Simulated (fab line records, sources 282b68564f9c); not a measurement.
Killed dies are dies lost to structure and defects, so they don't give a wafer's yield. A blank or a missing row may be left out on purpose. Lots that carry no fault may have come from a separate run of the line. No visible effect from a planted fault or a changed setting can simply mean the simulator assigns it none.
fab line records || flow rit-cmos
record: {"lots": 14, "wafers": 42, "last-day": 7}
route steps=202 shown NLDD@111 M1@202
lots untouched by any fault: they come from a run of this same line in which no faults occurred
start-h: hours from the record's opening day to when the first of the lot's shown wafers began || wait-h: hours elapsed since this lot's preceding step || " identical to the entry in the row above || L1.1+2: several wafers, shown together as one row || - no value present, or no start provided || * or withheld: withheld || < > ~ a bound
route shown NAME@n: NAME is a module with steps in the file, n the number in the route of the first one || usual: average and standard deviation across the fault-free wafers || same: alike in all rows || chamber/n: place in a boat || sites: per-site readings || _std_site: the values' standard deviation || _edge_site: mean of outer sites minus mean of inner sites || radius-mm: for every site, how far away it sits from the centre of the wafer || mask NAME#n: copy n || behind: tool/chamber where the wafer was last shaped || hold: what put the lot on hold/how long, in hours/how the hold closed || device: names the non-switching transistor (n, p or np) || end of line: at the end of the route, the tests of the same wafers || step lacking rows: just its recipe || killed: dies lost to structure and defects at the first sort, not the wafer's yield || map: dies across one wafer; x = killed, . = not, _ = none there
set.NAME: setting as actually run; set.NAME@STEP: the setting as run at that earlier step || model.NAME: the simulator's own value behind a step, which no gauge read
route steps across a sampled set of lots; one table per step, one row per wafer
services: the hour from which a tool's chamber was out of use, counted from the record's first day as start-h (under 0 if before that day), plus the number of hours and why
== steps ==
step: RIT_NLDD_IMPLANT_08
recipe: {"species": "P", "energy-kev": 20, "dose-cm2": 5e+14, "tilt-deg": 7}
{"lot.wafer": "L477.1+2+4", "tool": "implanter-02", "chamber": 0, "start-h": 46.73, "wait-h": 0.1}
{"lot.wafer": "L479.2+3+5", "tool": "implanter-01", "chamber": 0, "start-h": 56.12, "wait-h": 0.1}
{"lot.wafer": "L481.2+5+6", "tool": "implanter-04", "chamber": 0, "start-h": 66.53, "wait-h": 0.1}
{"lot.wafer": "L482.1+2+4", "tool": "implanter-02", "chamber": 0, "start-h": 70.83, "wait-h": 0.1}
{"lot.wafer": "L484.4+5+6", "tool": "implanter-01", "chamber": 0, "start-h": 77.50, "wait-h": 0.1}
{"lot.wafer": "L485.2+3+4", "tool": "implanter-01", "chamber": 0, "start-h": 85.72, "wait-h": 0.1}
{"lot.wafer": "L486.2+5+6", "tool": "implanter-01", "chamber": 0, "start-h": 88.40, "wait-h": 0.1}
{"lot.wafer": "L487.1+2+4", "tool": "implanter-04", "chamber": 0, "start-h": 95.82, "wait-h": 0.1}
{"lot.wafer": "L488.3+4+5", "tool": "implanter-01", "chamber": 0, "start-h": 97.51, "wait-h": 0.1}
{"lot.wafer": "L489.2+3+4", "tool": "implanter-04", "chamber": 0, "start-h": 107.24, "wait-h": 0.1}
{"lot.wafer": "L493.3+5+6", "tool": "implanter-02", "chamber": 0, "start-h": 125.88, "wait-h": 0.1}
{"lot.wafer": "L494.1+3+6", "tool": "implanter-04", "chamber": 0, "start-h": 127.64, "wait-h": 0.1}
{"lot.wafer": "L497.1+3+4", "tool": "implanter-04", "chamber": 0, "start-h": 146.76, "wait-h": 0.1}
{"lot.wafer": "L500.1+4+5", "tool": "implanter-04", "chamber": 0, "start-h": 158.18, "wait-h": 0.1}
step: RIT_SDANNEAL_RS_MEAS_07
recipe: {"thk-meas-gauge": "four-point-probe"}
usual: {"NLDD_RS": "151.6/0.6"}
{"lot.wafer": "L477.1", "tool": "film-metro-01", "chamber": "-", "start-h": 55.01, "wait-h": 0.1, "NLDD_RS[ohm/sq]": 150.8}
{"lot.wafer": "L477.2", "tool": "film-metro-01", "chamber": "-", "start-h": 55.01, "wait-h": 0.1, "NLDD_RS[ohm/sq]": 151.2}
{"lot.wafer": "L477.4", "tool": "film-metro-01", "chamber": "-", "start-h": 55.01, "wait-h": 0.1, "NLDD_RS[ohm/sq]": 150.5}
{"lot.wafer": "L479.2", "tool": "film-metro-04", "chamber": "-", "start-h": 65.28, "wait-h": 0.1, "NLDD_RS[ohm/sq]": 152.0}
{"lot.wafer": "L479.3", "tool": "film-metro-04", "chamber": "-", "start-h": 65.28, "wait-h": 0.1, "NLDD_RS[ohm/sq]": 152.2}
{"lot.wafer": "L479.5", "tool": "film-metro-04", "chamber": "-", "start-h": 65.28, "wait-h": 0.1, "NLDD_RS[ohm/sq]": 152.3}
{"lot.wafer": "L481.2", "tool": "film-metro-04", "chamber": "-", "start-h": 74.72, "wait-h": 0.1, "NLDD_RS[ohm/sq]": 151.6}
{"lot.wafer": "L481.5", "tool": "film-metro-04", "chamber": "-", "start-h": 74.72, "wait-h": 0.1, "NLDD_RS[ohm/sq]": 151.1}
{"lot.wafer": "L481.6", "tool": "film-metro-04", "chamber": "-", "start-h": 74.72, "wait-h": 0.1, "NLDD_RS[ohm/sq]": 151.2}
{"lot.wafer": "L482.1", "tool": "film-metro-01", "chamber": "-", "start-h": 79.23, "wait-h": 0.1, "NLDD_RS[ohm/sq]": 151.3}
{"lot.wafer": "L482.2", "tool": "film-metro-01", "chamber": "-", "start-h": 79.23, "wait-h": 0.1, "NLDD_RS[ohm/sq]": 151.0}
{"lot.wafer": "L482.4", "tool": "film-metro-01", "chamber": "-", "start-h": 79.23, "wait-h": 0.1, "NLDD_RS[ohm/sq]": 152.0}
{"lot.wafer": "L484.4", "tool": "film-metro-04", "chamber": "-", "start-h": 85.69, "wait-h": 0.1, "NLDD_RS[ohm/sq]": 151.8}
{"lot.wafer": "L484.5", "tool": "film-metro-04", "chamber": "-", "start-h": 85.69, "wait-h": 0.1, "NLDD_RS[ohm/sq]": 151.1}
{"lot.wafer": "L484.6", "tool": "film-metro-04", "chamber": "-", "start-h": 85.69, "wait-h": 0.1, "NLDD_RS[ohm/sq]": 151.8}
{"lot.wafer": "L485.2", "tool": "film-metro-03", "chamber": "-", "start-h": 94.80, "wait-h": 0.1, "NLDD_RS[ohm/sq]": 150.9}
{"lot.wafer": "L485.3", "tool": "film-metro-03", "chamber": "-", "start-h": 94.80, "wait-h": 0.1, "NLDD_RS[ohm/sq]": 151.0}
{"lot.wafer": "L485.4", "tool": "film-metro-03", "chamber": "-", "start-h": 94.80, "wait-h": 0.1, "NLDD_RS[ohm/sq]": 151.1}
{"lot.wafer": "L486.2", "tool": "film-metro-04", "chamber": "-", "start-h": 96.71, "wait-h": 0.1, "NLDD_RS[ohm/sq]": 152.0}
{"lot.wafer": "L486.5", "tool": "film-metro-04", "chamber": "-", "start-h": 96.71, "wait-h": 0.1, "NLDD_RS[ohm/sq]": 152.2}
{"lot.wafer": "L486.6", "tool": "film-metro-04", "chamber": "-", "start-h": 96.71, "wait-h": 0.1, "NLDD_RS[ohm/sq]": 152.3}
{"lot.wafer": "L487.1", "tool": "film-metro-04", "chamber": "-", "start-h": 104.25, "wait-h": 0.1, "NLDD_RS[ohm/sq]": 151.4}
{"lot.wafer": "L487.2", "tool": "film-metro-04", "chamber": "-", "start-h": 104.25, "wait-h": 0.1, "NLDD_RS[ohm/sq]": 151.4}
{"lot.wafer": "L487.4", "tool": "film-metro-04", "chamber": "-", "start-h": 104.25, "wait-h": 0.1, "NLDD_RS[ohm/sq]": 151.9}
{"lot.wafer": "L488.3", "tool": "film-metro-01", "chamber": "-", "start-h": 106.01, "wait-h": 0.1, "NLDD_RS[ohm/sq]": 151.5}
{"lot.wafer": "L488.4", "tool": "film-metro-01", "chamber": "-", "start-h": 106.01, "wait-h": 0.1, "NLDD_RS[ohm/sq]": 151.8}
{"lot.wafer": "L488.5", "tool": "film-metro-01", "chamber": "-", "start-h": 106.01, "wait-h": 0.1, "NLDD_RS[ohm/sq]": 151.9}
{"lot.wafer": "L489.2", "tool": "film-metro-01", "chamber": "-", "start-h": 115.32, "wait-h": 0.1, "NLDD_RS[ohm/sq]": 151.7}
{"lot.wafer": "L489.3", "tool": "film-metro-01", "chamber": "-", "start-h": 115.32, "wait-h": 0.1, "NLDD_RS[ohm/sq]": 151.9}
{"lot.wafer": "L489.4", "tool": "film-metro-01", "chamber": "-", "start-h": 115.32, "wait-h": 0.1, "NLDD_RS[ohm/sq]": 151.7}
{"lot.wafer": "L493.3", "tool": "film-metro-03", "chamber": "-", "start-h": 135.09, "wait-h": 0.1, "NLDD_RS[ohm/sq]": 151.2}
{"lot.wafer": "L493.5", "tool": "film-metro-03", "chamber": "-", "start-h": 135.09, "wait-h": 0.1, "NLDD_RS[ohm/sq]": 151.8}
{"lot.wafer": "L493.6", "tool": "film-metro-03", "chamber": "-", "start-h": 135.09, "wait-h": 0.1, "NLDD_RS[ohm/sq]": 151.3}
{"lot.wafer": "L494.1", "tool": "film-metro-04", "chamber": "-", "start-h": 135.97, "wait-h": 0.1, "NLDD_RS[ohm/sq]": 151.6}
{"lot.wafer": "L494.3", "tool": "film-metro-04", "chamber": "-", "start-h": 135.97, "wait-h": 0.1, "NLDD_RS[ohm/sq]": 151.9}
{"lot.wafer": "L494.6", "tool": "film-metro-04", "chamber": "-", "start-h": 135.97, "wait-h": 0.1, "NLDD_RS[ohm/sq]": 151.8}
{"lot.wafer": "L497.1", "tool": "film-metro-01", "chamber": "-", "start-h": 155.19, "wait-h": 0.1, "NLDD_RS[ohm/sq]": 158.2}
{"lot.wafer": "L497.3", "tool": "film-metro-01", "chamber": "-", "start-h": 155.19, "wait-h": 0.1, "NLDD_RS[ohm/sq]": 157.8}
{"lot.wafer": "L497.4", "tool": "film-metro-01", "chamber": "-", "start-h": 155.19, "wait-h": 0.1, "NLDD_RS[ohm/sq]": 157.2}
{"lot.wafer": "L500.1", "tool": "film-metro-04", "chamber": "-", "start-h": 166.42, "wait-h": 0.1, "NLDD_RS[ohm/sq]": 156.6}
{"lot.wafer": "L500.4", "tool": "film-metro-04", "chamber": "-", "start-h": 166.42, "wait-h": 0.1, "NLDD_RS[ohm/sq]": 156.8}
{"lot.wafer": "L500.5", "tool": "film-metro-04", "chamber": "-", "start-h": 166.42, "wait-h": 0.1, "NLDD_RS[ohm/sq]": 157.1}
step: RIT_M1_PROBE_99
usual: {"killed-at-front-end": "7/3.2", "killed-dies": "7/3.2", "killed-open": "3.6/2.1", "killed-short": "3.5/2"}
same: {"gross-dies": 264, "killed_at_M0_to_M3": 0, "killed_at_M4_up": 0, "killed-at-back-side": 0, "killed-at-contacts": 0, "killed-at-other": 0}
{"lot.wafer": "L477.1", "tool": "prober-02", "chamber": "-", "start-h": 61.96, "wait-h": 0.1, "killed-at-front-end": 9, "killed-dies": 9, "killed-open": 8, "killed-short": 1}
{"lot.wafer": "L477.2", "tool": "prober-02", "chamber": "-", "start-h": 62.01, "wait-h": 0.1, "killed-at-front-end": 4, "killed-dies": 4, "killed-open": 1, "killed-short": 3}
{"lot.wafer": "L477.4", "tool": "prober-02", "chamber": "-", "start-h": 62.11, "wait-h": 0.2, "killed-at-front-end": 5, "killed-dies": 5, "killed-open": 2, "killed-short": 3}
{"lot.wafer": "L479.2", "tool": "prober-02", "chamber": "-", "start-h": 72.47, "wait-h": 0.1, "killed-at-front-end": 6, "killed-dies": 6, "killed-open": 4, "killed-short": 2}
{"lot.wafer": "L479.3", "tool": "prober-02", "chamber": "-", "start-h": 72.52, "wait-h": 0.2, "killed-at-front-end": 7, "killed-dies": 7, "killed-open": 4, "killed-short": 3}
{"lot.wafer": "L479.5", "tool": "prober-02", "chamber": "-", "start-h": 72.62, "wait-h": 0.2, "killed-at-front-end": 10, "killed-dies": 10, "killed-open": 4, "killed-short": 6}
{"lot.wafer": "L481.2", "tool": "prober-02", "chamber": "-", "start-h": 81.64, "wait-h": 0.1, "killed-at-front-end": 5, "killed-dies": 5, "killed-open": 3, "killed-short": 2}
{"lot.wafer": "L481.5", "tool": "prober-02", "chamber": "-", "start-h": 81.79, "wait-h": 0.2, "killed-at-front-end": 11, "killed-dies": 11, "killed-open": 7, "killed-short": 4}
{"lot.wafer": "L481.6", "tool": "prober-02", "chamber": "-", "start-h": 81.84, "wait-h": 0.2, "killed-at-front-end": 11, "killed-dies": 11, "killed-open": 6, "killed-short": 5}
{"lot.wafer": "L482.1", "tool": "prober-01", "chamber": "-", "start-h": 86.29, "wait-h": 0.1, "killed-at-front-end": 5, "killed-dies": 5, "killed-open": 4, "killed-short": 1}
{"lot.wafer": "L482.2", "tool": "prober-01", "chamber": "-", "start-h": 86.34, "wait-h": 0.1, "killed-at-front-end": 7, "killed-dies": 7, "killed-open": 4, "killed-short": 3}
{"lot.wafer": "L482.4", "tool": "prober-01", "chamber": "-", "start-h": 86.44, "wait-h": 0.2, "killed-at-front-end": 7, "killed-dies": 7, "killed-open": 4, "killed-short": 3}
{"lot.wafer": "L484.4", "tool": "prober-01", "chamber": "-", "start-h": 92.77, "wait-h": 0.2, "killed-at-front-end": 12, "killed-dies": 12, "killed-open": 8, "killed-short": 4}
{"lot.wafer": "L484.5", "tool": "prober-01", "chamber": "-", "start-h": 92.82, "wait-h": 0.2, "killed-at-front-end": 16, "killed-dies": 16, "killed-open": 5, "killed-short": 11}
{"lot.wafer": "L484.6", "tool": "prober-01", "chamber": "-", "start-h": 92.87, "wait-h": 0.2, "killed-at-front-end": 14, "killed-dies": 14, "killed-open": 9, "killed-short": 5}
{"lot.wafer": "L485.2", "tool": "prober-02", "chamber": "-", "start-h": 101.95, "wait-h": 0.1, "killed-at-front-end": 6, "killed-dies": 6, "killed-open": 4, "killed-short": 2}
{"lot.wafer": "L485.3", "tool": "prober-02", "chamber": "-", "start-h": 102.00, "wait-h": 0.2, "killed-at-front-end": 3, "killed-dies": 3, "killed-open": 1, "killed-short": 2}
{"lot.wafer": "L485.4", "tool": "prober-02", "chamber": "-", "start-h": 102.05, "wait-h": 0.2, "killed-at-front-end": 3, "killed-dies": 3, "killed-open": 1, "killed-short": 2}
{"lot.wafer": "L486.2", "tool": "prober-01", "chamber": "-", "start-h": 103.76, "wait-h": 0.1, "killed-at-front-end": 3, "killed-dies": 3, "killed-open": 1, "killed-short": 2}
{"lot.wafer": "L486.5", "tool": "prober-01", "chamber": "-", "start-h": 103.91, "wait-h": 0.2, "killed-at-front-end": 1, "killed-dies": 1, "killed-open": 0, "killed-short": 1}
{"lot.wafer": "L486.6", "tool": "prober-01", "chamber": "-", "start-h": 103.96, "wait-h": 0.2, "killed-at-front-end": 8, "killed-dies": 8, "killed-open": 3, "killed-short": 5}
{"lot.wafer": "L487.1", "tool": "prober-02", "chamber": "-", "start-h": 111.28, "wait-h": 0.1, "killed-at-front-end": 3, "killed-dies": 3, "killed-open": 3, "killed-short": 0}
{"lot.wafer": "L487.2", "tool": "prober-02", "chamber": "-", "start-h": 111.33, "wait-h": 0.1, "killed-at-front-end": 14, "killed-dies": 14, "killed-open": 6, "killed-short": 8}
{"lot.wafer": "L487.4", "tool": "prober-02", "chamber": "-", "start-h": 111.43, "wait-h": 0.2, "killed-at-front-end": 5, "killed-dies": 5, "killed-open": 3, "killed-short": 2}
{"lot.wafer": "L488.3", "tool": "prober-01", "chamber": "-", "start-h": 113.04, "wait-h": 0.2, "killed-at-front-end": 9, "killed-dies": 9, "killed-open": 4, "killed-short": 5}
{"lot.wafer": "L488.4", "tool": "prober-01", "chamber": "-", "start-h": 113.09, "wait-h": 0.2, "killed-at-front-end": 9, "killed-dies": 9, "killed-open": 6, "killed-short": 3}
{"lot.wafer": "L488.5", "tool": "prober-01", "chamber": "-", "start-h": 113.14, "wait-h": 0.2, "killed-at-front-end": 4, "killed-dies": 4, "killed-open": 2, "killed-short": 2}
{"lot.wafer": "L489.2", "tool": "prober-02", "chamber": "-", "start-h": 122.56, "wait-h": 0.1, "killed-at-front-end": 12, "killed-dies": 12, "killed-open": 7, "killed-short": 5}
{"lot.wafer": "L489.3", "tool": "prober-02", "chamber": "-", "start-h": 122.61, "wait-h": 0.2, "killed-at-front-end": 3, "killed-dies": 3, "killed-open": 1, "killed-short": 2}
{"lot.wafer": "L489.4", "tool": "prober-02", "chamber": "-", "start-h": 122.66, "wait-h": 0.2, "killed-at-front-end": 5, "killed-dies": 5, "killed-open": 4, "killed-short": 1}
{"lot.wafer": "L493.3", "tool": "prober-02", "chamber": "-", "start-h": 142.51, "wait-h": 0.2, "killed-at-front-end": 10, "killed-dies": 10, "killed-open": 4, "killed-short": 6}
{"lot.wafer": "L493.5", "tool": "prober-02", "chamber": "-", "start-h": 142.61, "wait-h": 0.2, "killed-at-front-end": 8, "killed-dies": 8, "killed-open": 3, "killed-short": 5}
{"lot.wafer": "L493.6", "tool": "prober-02", "chamber": "-", "start-h": 142.66, "wait-h": 0.2, "killed-at-front-end": 8, "killed-dies": 8, "killed-open": 2, "killed-short": 6}
{"lot.wafer": "L494.1", "tool": "prober-01", "chamber": "-", "start-h": 143.91, "wait-h": 0.1, "killed-at-front-end": 2, "killed-dies": 2, "killed-open": 1, "killed-short": 1}
{"lot.wafer": "L494.3", "tool": "prober-01", "chamber": "-", "start-h": 144.01, "wait-h": 0.2, "killed-at-front-end": 5, "killed-dies": 5, "killed-open": 1, "killed-short": 4}
{"lot.wafer": "L494.6", "tool": "prober-01", "chamber": "-", "start-h": 144.16, "wait-h": 0.2, "killed-at-front-end": 9, "killed-dies": 9, "killed-open": 3, "killed-short": 6}
{"lot.wafer": "L497.1", "tool": "prober-02", "chamber": "-", "start-h": 162.21, "wait-h": 0.1, "killed-at-front-end": 9, "killed-dies": 9, "killed-open": 6, "killed-short": 3}
{"lot.wafer": "L497.3", "tool": "prober-02", "chamber": "-", "start-h": 162.31, "wait-h": 0.2, "killed-at-front-end": 9, "killed-dies": 9, "killed-open": 5, "killed-short": 4}
{"lot.wafer": "L497.4", "tool": "prober-02", "chamber": "-", "start-h": 162.36, "wait-h": 0.2, "killed-at-front-end": 4, "killed-dies": 4, "killed-open": 2, "killed-short": 2}
{"lot.wafer": "L500.1", "tool": "prober-01", "chamber": "-", "start-h": 173.68, "wait-h": 0.1, "killed-at-front-end": 17, "killed-dies": 17, "killed-open": 11, "killed-short": 6}
{"lot.wafer": "L500.4", "tool": "prober-01", "chamber": "-", "start-h": 173.83, "wait-h": 0.2, "killed-at-front-end": 18, "killed-dies": 18, "killed-open": 10, "killed-short": 8}
{"lot.wafer": "L500.5", "tool": "prober-01", "chamber": "-", "start-h": 173.88, "wait-h": 0.2, "killed-at-front-end": 10, "killed-dies": 10, "killed-open": 5, "killed-short": 5}
killed by level:class
L477.1 GATE:geometric-particle:open=6 FOX1:geometric-particle:short=1 FOX1:geometric-particle:open=1 SILICIDE:geometric-particle:open=1
L477.2 FOX2:geometric-particle:short=1 REOX:geometric-particle:short=1 SPACER:geometric-particle:open=1 SILICIDE:geometric-particle:short=1
L477.4 GATE:geometric-particle:short=3 GATE:geometric-particle:open=1 REOX:geometric-particle:open=1
L479.2 GATE:geometric-particle:open=2 REOX:geometric-particle:open=2 FOX2:geometric-particle:short=1 GATE:geometric-particle:short=1
L479.3 FOX1:geometric-particle:open=2 GATE:geometric-particle:short=2 GATE:geometric-particle:open=2 FOX1:geometric-particle:short=1
L479.5 GATE:geometric-particle:open=4 GATE:geometric-particle:short=2 REOX:geometric-particle:short=2 SILICIDE:geometric-particle:short=2
L481.2 GATE:geometric-particle:open=2 FOX1:geometric-particle:open=1 GATE:geometric-particle:short=1 SPACER:geometric-particle:short=1
L481.5 GATE:geometric-particle:open=6 FOX1:geometric-particle:short=2 GATE:geometric-particle:short=1 REOX:geometric-particle:open=1 REOX:geometric-particle:short=1
L481.6 FOX1:geometric-particle:short=3 REOX:geometric-particle:open=2 SILICIDE:geometric-particle:short=2 FOX1:geometric-particle:open=1 GATE:geometric-particle:open=1 SPACER:geometric-particle:open=1 SILICIDE:geometric-particle:open=1
L482.1 GATE:geometric-particle:open=2 FOX1:geometric-particle:open=1 FOX2:geometric-particle:open=1 GATE:geometric-particle:short=1
L482.2 GATE:geometric-particle:open=4 GATE:geometric-particle:short=1 SPACER:geometric-particle:short=1 SILICIDE:geometric-particle:short=1
L482.4 GATE:geometric-particle:short=3 GATE:geometric-particle:open=2 REOX:geometric-particle:open=1 SPACER:geometric-particle:open=1
L484.4 GATE:geometric-particle:open=3 SPACER:geometric-particle:short=3 REOX:geometric-particle:open=2 SPACER:geometric-particle:open=2 REOX:geometric-particle:short=1 SILICIDE:geometric-particle:open=1
L484.5 REOX:geometric-particle:short=5 REOX:geometric-particle:open=4 GATE:geometric-particle:short=2 SILICIDE:geometric-particle:short=2 FOX1:geometric-particle:short=1 GATE:geometric-particle:open=1 SPACER:geometric-particle:short=1
L484.6 GATE:geometric-particle:open=5 GATE:geometric-particle:short=2 REOX:geometric-particle:open=2 SPACER:geometric-particle:open=2 SILICIDE:geometric-particle:short=2 REOX:geometric-particle:short=1
L485.2 GATE:geometric-particle:open=3 GATE:geometric-particle:short=1 REOX:geometric-particle:open=1 REOX:geometric-particle:short=1
L485.3 GATE:geometric-particle:open=1 GATE:geometric-particle:short=1 REOX:geometric-particle:short=1
L485.4 GATE:geometric-particle:open=1 GATE:geometric-particle:short=1 REOX:geometric-particle:short=1
L486.2 GATE:geometric-particle:open=1 GATE:geometric-particle:short=1 SPACER:geometric-particle:short=1
L486.5 FOX1:geometric-particle:short=1
L486.6 FOX1:geometric-particle:short=2 GATE:geometric-particle:open=2 FOX2:geometric-particle:open=1 GATE:geometric-particle:short=1 REOX:geometric-particle:short=1 SILICIDE:geometric-particle:short=1
L487.1 SILICIDE:geometric-particle:open=2 GATE:geometric-particle:open=1
L487.2 GATE:geometric-particle:short=5 GATE:geometric-particle:open=3 SILICIDE:geometric-particle:open=2 FOX2:geometric-particle:short=1 FOX2:geometric-particle:open=1 REOX:geometric-particle:short=1 SILICIDE:geometric-particle:short=1
L487.4 SILICIDE:geometric-particle:open=3 FOX2:geometric-particle:short=1 REOX:geometric-particle:short=1
L488.3 SPACER:geometric-particle:short=4 SPACER:geometric-particle:open=2 FOX2:geometric-particle:short=1 GATE:geometric-particle:open=1 SILICIDE:geometric-particle:open=1
L488.4 SILICIDE:geometric-particle:open=3 GATE:geometric-particle:short=2 FOX1:geometric-particle:open=1 FOX2:geometric-particle:open=1 SPACER:geometric-particle:short=1 SPACER:geometric-particle:open=1
L488.5 REOX:geometric-particle:open=2 GATE:geometric-particle:short=1 SPACER:geometric-particle:short=1
L489.2 GATE:geometric-particle:short=4 GATE:geometric-particle:open=3 SPACER:geometric-particle:open=2 FOX1:geometric-particle:open=1 SPACER:geometric-particle:short=1 SILICIDE:geometric-particle:open=1
L489.3 FOX1:geometric-particle:open=1 FOX2:geometric-particle:short=1 GATE:geometric-particle:short=1
L489.4 GATE:geometric-particle:open=2 FOX1:geometric-particle:short=1 REOX:geometric-particle:open=1 SILICIDE:geometric-particle:open=1
L493.3 REOX:geometric-particle:short=3 GATE:geometric-particle:open=2 GATE:geometric-particle:short=2 FOX2:geometric-particle:short=1 REOX:geometric-particle:open=1 SPACER:geometric-particle:open=1
L493.5 GATE:geometric-particle:short=3 FOX2:geometric-particle:open=1 GATE:geometric-particle:open=1 SPACER:geometric-particle:open=1 SPACER:geometric-particle:short=1 SILICIDE:geometric-particle:short=1
L493.6 GATE:geometric-particle:short=2 FOX1:geometric-particle:short=1 FOX2:geometric-particle:short=1 GATE:geometric-particle:open=1 REOX:geometric-particle:short=1 SPACER:geometric-particle:short=1 SILICIDE:geometric-particle:open=1
L494.1 FOX1:geometric-particle:open=1 FOX1:geometric-particle:short=1
L494.3 FOX2:geometric-particle:short=2 FOX1:geometric-particle:open=1 FOX1:geometric-particle:short=1 REOX:geometric-particle:short=1
L494.6 GATE:geometric-particle:short=3 FOX1:geometric-particle:open=2 REOX:geometric-particle:short=2 FOX1:geometric-particle:short=1 GATE:geometric-particle:open=1
L497.1 GATE:geometric-particle:open=2 GATE:geometric-particle:short=2 SPACER:geometric-particle:open=2 FOX1:geometric-particle:short=1 REOX:geometric-particle:open=1 SILICIDE:geometric-particle:open=1
L497.3 GATE:geometric-particle:open=2 SILICIDE:geometric-particle:open=2 FOX1:geometric-particle:short=1 FOX2:geometric-particle:short=1 REOX:geometric-particle:short=1 SPACER:geometric-particle:open=1 SILICIDE:geometric-particle:short=1
L497.4 FOX1:geometric-particle:open=1 GATE:geometric-particle:open=1 SPACER:geometric-particle:short=1 SILICIDE:geometric-particle:short=1
L500.1 GATE:geometric-particle:open=6 GATE:geometric-particle:short=3 FOX1:geometric-particle:open=2 REOX:geometric-particle:open=2 SILICIDE:geometric-particle:short=2 SPACER:geometric-particle:open=1 SPACER:geometric-particle:short=1
L500.4 GATE:geometric-particle:short=4 SPACER:geometric-particle:open=4 GATE:geometric-particle:open=3 SPACER:geometric-particle:short=3 FOX1:geometric-particle:open=1 FOX2:geometric-particle:short=1 FOX2:geometric-particle:open=1 SILICIDE:geometric-particle:open=1
L500.5 FOX2:geometric-particle:short=2 FOX2:geometric-particle:open=2 GATE:geometric-particle:short=2 GATE:geometric-particle:open=1 SPACER:geometric-particle:short=1 SPACER:geometric-particle:open=1 SILICIDE:geometric-particle:open=1
== services ==
{"tool": "implanter-02", "chamber": "-", "start-h": 30.73, "hours": 4.9, "kind": "pm"}
{"tool": "implanter-02", "chamber": "-", "start-h": 49.08, "hours": 4.7, "kind": "repair"}
{"tool": "implanter-02", "chamber": "-", "start-h": 76.74, "hours": 31.7, "kind": "pm"}
{"tool": "implanter-01", "chamber": "-", "start-h": 121.60, "hours": 10.1, "kind": "repair"}
{"tool": "implanter-04", "chamber": "-", "start-h": 122.77, "hours": 2.6, "kind": "repair"}
== key ==
first-sign: {"step": "RIT_SDANNEAL_RS_MEAS_07", "reading": "NLDD_RS", "direction": "up", "sigmas": 9.5, "usual": 151.6, "struck": 157.3}
effect none on later readings
met-at RIT_NLDD_IMPLANT_08
struck-lots L497,L500
tester-left-out L497,L500
onset-between 127.64 146.76
also-fits time
earlier-fault: {"kind": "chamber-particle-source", "tool": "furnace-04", "chamber": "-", "onset-h": 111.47, "steps": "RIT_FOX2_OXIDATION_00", "rate-per-visit-cm2": 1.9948, "end-h": 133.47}
fault: {"kind": "process-parameter-drift", "tool": "implanter-04", "chamber": "-", "onset-h": 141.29, "steps": "RIT_NLDD_IMPLANT_08", "channel": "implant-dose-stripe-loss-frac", "offset": 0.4, "shape": "step", "end-h": 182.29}
tester-left-out: of these lots the tester's yield and bins aren't shown, on N5 and GAA mostly nor the transistor test; their killed dies are dies lost to structure and defects alone, not to doping, threshold or leakage, so they don't give the yield
